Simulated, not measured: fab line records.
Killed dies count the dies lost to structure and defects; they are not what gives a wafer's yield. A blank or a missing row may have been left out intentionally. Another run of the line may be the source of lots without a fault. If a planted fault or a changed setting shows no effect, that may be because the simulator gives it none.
Which tool was responsible? | flow rit cmos | Sampling: 14 lots, 42 wafers, 6 of 202 route steps

== WHAT EACH GAUGE READ, for each wafer ==
RIT_ACTIVE_BOW_MEAS_00. Usual: INCOMING_BOW typically reads 0 um, with standard deviation 6.2.
lot  | measured    | on            | INCOMING_BOW (um) | flag
L566 | day 1 10:04 | film metro-03 | 4 12 1            |
L568 | day 1 20:01 | film metro-03 | 0 -10 -7          |
L569 | day 2 01:00 | film metro-04 | 2 -1 1            |
L570 | day 2 06:01 | film metro-02 | -1 -3 -4          |
L571 | day 2 11:02 | film metro-02 | -4 2 4            |
L572 | day 2 16:01 | film metro-02 | 6 8 -2            |
L573 | day 2 21:01 | film metro-02 | 5 -9 3            |
L582 | day 4 18:04 | film metro-04 | -6 -11 1          |
L583 | day 4 23:00 | film metro-03 | 0 5 0             |
L584 | day 5 04:01 | film metro-02 | 9 -11 -9          |
L585 | day 5 09:02 | film metro-04 | -2 9 2            |
L587 | day 5 19:00 | film metro-04 | 2 -10 0           |
L588 | day 6 00:00 | film metro-03 | -11 -7 -7         |
L589 | day 6 05:04 | film metro-03 | -1 2 -6           |

RIT_GATE_THK_MEAS_09. Usual: GATE_POLY_THK typically reads 249.5 nm, with standard deviation 2.4.
lot  | measured    | on            | GATE_POLY_THK (nm) | flag
L566 | day 2 12:30 | film metro-03 | 247.4 247.6 247.6  |
L568 | day 2 22:26 | film metro-04 | 248.8 246.3 247.3  |
L569 | day 3 02:42 | film metro-03 | 250.7 249.4 252.8  |
L570 | day 3 08:10 | film metro-04 | 249.4 247.5 247.1  |
L571 | day 3 13:07 | film metro-04 | 371.1 373.7 373.7  | OFF
L572 | day 3 17:27 | film metro-04 | 371.2 373.1 371.9  | OFF
L573 | day 3 22:28 | film metro-01 | 253.2 254.3 253.8  |
L582 | day 5 19:49 | film metro-04 | 253.1 250.0 249.6  |
L583 | day 6 00:28 | film metro-03 | 247.4 246.0 244.5  |
L584 | day 6 11:51 | film metro-04 | 251.3 249.9 250.7  |
L585 | day 6 13:25 | film metro-04 | 248.1 246.9 248.6  |
L587 | day 6 23:41 | film metro-01 | 247.1 249.1 249.9  |
L588 | day 7 01:18 | film metro-01 | 249.3 248.5 246.7  |
L589 | day 7 07:29 | film metro-01 | 252.6 253.2 251.5  |

RIT_M1_CD_MEAS_09 targets a cd of 2600 nm. Usual: cd nm at 2601.1 nm, with a standard deviation of 2.1.
lot  | measured    | on        | cd nm (nm)           | flag
L566 | day 3 07:08 | cd sem-02 | 2597.7 2595.8 2597.4 |
L568 | day 3 18:54 | cd sem-01 | 2601.8 2603.2 2601.9 |
L569 | day 3 23:25 | cd sem-02 | 2605.4 2603.8 2603.4 |
L570 | day 4 03:41 | cd sem-02 | 2602.6 2603.7 2602.1 |
L573 | day 4 16:53 | cd sem-02 | 2604.1 2600.8 2603.3 |
L582 | day 6 14:24 | cd sem-01 | 2598.1 2599.8 2598.5 |
L583 | day 6 20:21 | cd sem-02 | 2600.1 2601.3 2602.6 |
L584 | day 7 06:41 | cd sem-02 | 2600.8 2601.5 2600.6 |
L585 | day 7 09:57 | cd sem-02 | 2599.4 2599.1 2599.4 |
L587 | day 7 18:23 | cd sem-02 | 2600.4 2599.8 2600.3 |
L588 | day 7 19:59 | cd sem-02 | 2599.8 2601.8 2602.8 |
L589 | day 8 01:53 | cd sem-02 | 2600.8 2600.8 2601.1 |

== EACH LOT AND THE TOOL THAT RAN IT (in order: tool; ch and the chambers of the sampled wafers; start) ==
lot  | RIT_ACTIVE_ETCH_13                | RIT_GATE_CVD_08            | RIT_GATE_ETCH_19
L566 | rie diel-01 ch 0,1,2, day 1 14:50 | lpcvd-01 ch 1, day 2 10:52 | rie si-02 ch 2,3, day 2 13:51
L568 | rie diel-03 ch 1,3, day 2 02:04   | lpcvd-02 ch 1, day 2 20:49 | rie si-02 ch 1,2,3, day 2 23:43
L569 | rie diel-04 ch 0,1,3, day 2 06:27 | lpcvd-01 ch 1, day 3 01:05 | rie si-01 ch 0,2,3, day 3 04:02
L570 | rie diel-01 ch 1,3, day 2 10:50   | lpcvd-01 ch 0, day 3 06:32 | rie si-02 ch 0,2,3, day 3 09:22
L571 | rie diel-03 ch 0,1,3, day 2 15:43 | lpcvd-01 ch 1, day 3 11:29 | rie si-01 ch 0,2, day 3 14:19
L572 | rie diel-03 ch 0,1,2, day 2 21:27 | lpcvd-01 ch 1, day 3 15:49 | rie si-02 ch 1,3, day 3 18:40
L573 | rie diel-01 ch 0,2, day 3 01:52   | lpcvd-02 ch 0, day 3 20:50 | rie si-01 ch 0,1, day 3 23:52
L582 | rie diel-01 ch 0,1,2, day 4 22:43 | lpcvd-02 ch 1, day 5 18:10 | rie si-02 ch 0,1, day 5 21:03
L583 | rie diel-01 ch 0,1,3, day 5 03:50 | lpcvd-02 ch 1, day 5 22:51 | rie si-01 ch 1,2,3, day 6 01:49
L584 | rie diel-03 ch 0,1,2, day 5 08:50 | lpcvd-02 ch 1, day 6 10:14 | rie si-02 ch 0,1,2, day 6 13:11
L585 | rie diel-03 ch 0,3, day 5 16:11   | lpcvd-01 ch 1, day 6 11:47 | rie si-01 ch 1,3, day 6 14:47
L587 | rie diel-03 ch 0,2,3, day 5 23:43 | lpcvd-01 ch 1, day 6 22:04 | rie si-01 ch 0,1,3, day 7 01:09
L588 | rie diel-01 ch 0,1,3, day 6 04:43 | lpcvd-01 ch 1, day 6 23:41 | rie si-02 ch 1,3, day 7 02:31
L589 | rie diel-03 ch 0,3, day 6 11:32   | lpcvd-01 ch 1, day 7 05:50 | rie si-01 ch 0,1, day 7 08:56
- RIT_ACTIVE_ETCH_13: etches Si3N4 in SF6, stops on SiO2, time 210 s, target depth 210 nm.
- RIT_GATE_CVD_08: deposits poly-Si from SiH4, target thk 250 nm, time 2220 s.
- RIT_GATE_ETCH_19: etches poly-Si in SF6/CHF3/O2, stops on SiO2, time 165 s, target depth 312.5 nm.

== AS READ BY THE TOOLS THEMSELVES (means over the sampled wafers that have a number; for cases with no such wafer, the mark the record gives instead) ==
RIT_ACTIVE_ETCH_13. Usual: chamber pressure mTorr 259.97 mTorr, standard deviation 0.23; drypump motor current A 5.5 A, standard deviation 0.34; oes product au 0.821 a.u., standard deviation 0.014; throttle valve pct 7.51 %, standard deviation 0.15.
lot  | tool        | chamber pressure mTorr (mTorr) | drypump motor current A (A) | oes product au (a.u.) | throttle valve pct (%) | flag
L566 | rie diel-01 | 260.10                         | 5.7                         | 0.813                 | 7.51                   |
L568 | rie diel-03 | 260.00                         | 5.6                         | 0.803                 | 7.42                   |
L569 | rie diel-04 | 259.75                         | 5.7                         | 0.828                 | 7.58                   |
L570 | rie diel-01 | 259.92                         | 5.4                         | 0.824                 | 7.56                   |
L571 | rie diel-03 | 259.94                         | 5.5                         | 0.817                 | 7.49                   |
L572 | rie diel-03 | 259.94                         | 5.4                         | 0.820                 | 7.47                   |
L573 | rie diel-01 | 259.68                         | 5.6                         | 0.825                 | 7.51                   |
L582 | rie diel-01 | 260.05                         | 5.7                         | 0.825                 | 7.52                   |
L583 | rie diel-01 | 259.97                         | 5.3                         | 0.811                 | 7.56                   |
L584 | rie diel-03 | 259.98                         | 5.4                         | 0.827                 | 7.48                   |
L585 | rie diel-03 | 260.20                         | 5.4                         | 0.825                 | 7.54                   |
L587 | rie diel-03 | 260.08                         | 5.5                         | 0.830                 | 7.58                   |
L588 | rie diel-01 | 259.79                         | 5.3                         | 0.818                 | 7.56                   |
L589 | rie diel-03 | 259.89                         | 5.6                         | 0.825                 | 7.59                   |

RIT_GATE_ETCH_19. Usual: chamber pressure mTorr 40.00 mTorr, standard deviation 0.036; drypump motor current A 5.8 A, standard deviation 0.42; oes product au 0.850 a.u., standard deviation 0.0086; throttle valve pct 10.23 %, standard deviation 0.12.
lot  | tool      | chamber pressure mTorr (mTorr) | drypump motor current A (A) | oes product au (a.u.) | throttle valve pct (%) | flag
L566 | rie si-02 | 40.02                          | 5.7                         | 0.843                 | 10.27                  |
L568 | rie si-02 | 40.01                          | 6.0                         | 0.846                 | 10.23                  |
L569 | rie si-01 | 40.00                          | 5.6                         | 0.853                 | 10.23                  |
L570 | rie si-02 | 40.01                          | 5.6                         | 0.849                 | 10.30                  |
L571 | rie si-01 | 40.01                          | 5.8                         | 0.995                 | 10.26                  | OFF
L572 | rie si-02 | 40.01                          | 6.3                         | 1.017                 | 10.27                  | OFF
L573 | rie si-01 | 39.98                          | 6.1                         | 0.861                 | 10.16                  |
L582 | rie si-02 | 39.99                          | 5.7                         | 0.855                 | 10.36                  |
L583 | rie si-01 | 40.01                          | 5.8                         | 0.842                 | 10.15                  |
L584 | rie si-02 | 40.03                          | 5.8                         | 0.858                 | 10.28                  |
L585 | rie si-01 | 40.01                          | 6.1                         | 0.852                 | 10.05                  |
L587 | rie si-01 | 40.01                          | 5.9                         | 0.851                 | 10.13                  |
L588 | rie si-02 | 39.99                          | 6.3                         | 0.846                 | 10.26                  |
L589 | rie si-01 | 40.00                          | 6.2                         | 0.862                 | 10.08                  |

== THE ANSWER, worked out from the rows above alone ==
Rule: take the mean of a lot's wafers that have a number; if it is more than 3 standard deviations from the usual mean, the lot is off. Also off: a lot with no number at a reading for which 4 or more lots have one. The other lots that the step has rows for count as sound. After the gauges, taken in route order, come the tools' own readings; for these a lot's mean is taken, as printed above. The first step at which some lot is off is used, and at that step the reading that is off furthest; a lot without a number counts as furthest.
Off: at RIT_GATE_THK_MEAS_09 (GATE_POLY_THK), L571, L572.
A tool fits if, at a process step before that reading, it ran every lot that is off, and no sound lot after the first of them. Not tried: the gauges at RIT_GATE_THK_MEAS_09; whatever is off there is also off at RIT_GATE_ETCH_19, on other tools, and gauge error can't account for it. Of those tried, none fits.

== WHAT THE SIMULATOR PUT IN ==
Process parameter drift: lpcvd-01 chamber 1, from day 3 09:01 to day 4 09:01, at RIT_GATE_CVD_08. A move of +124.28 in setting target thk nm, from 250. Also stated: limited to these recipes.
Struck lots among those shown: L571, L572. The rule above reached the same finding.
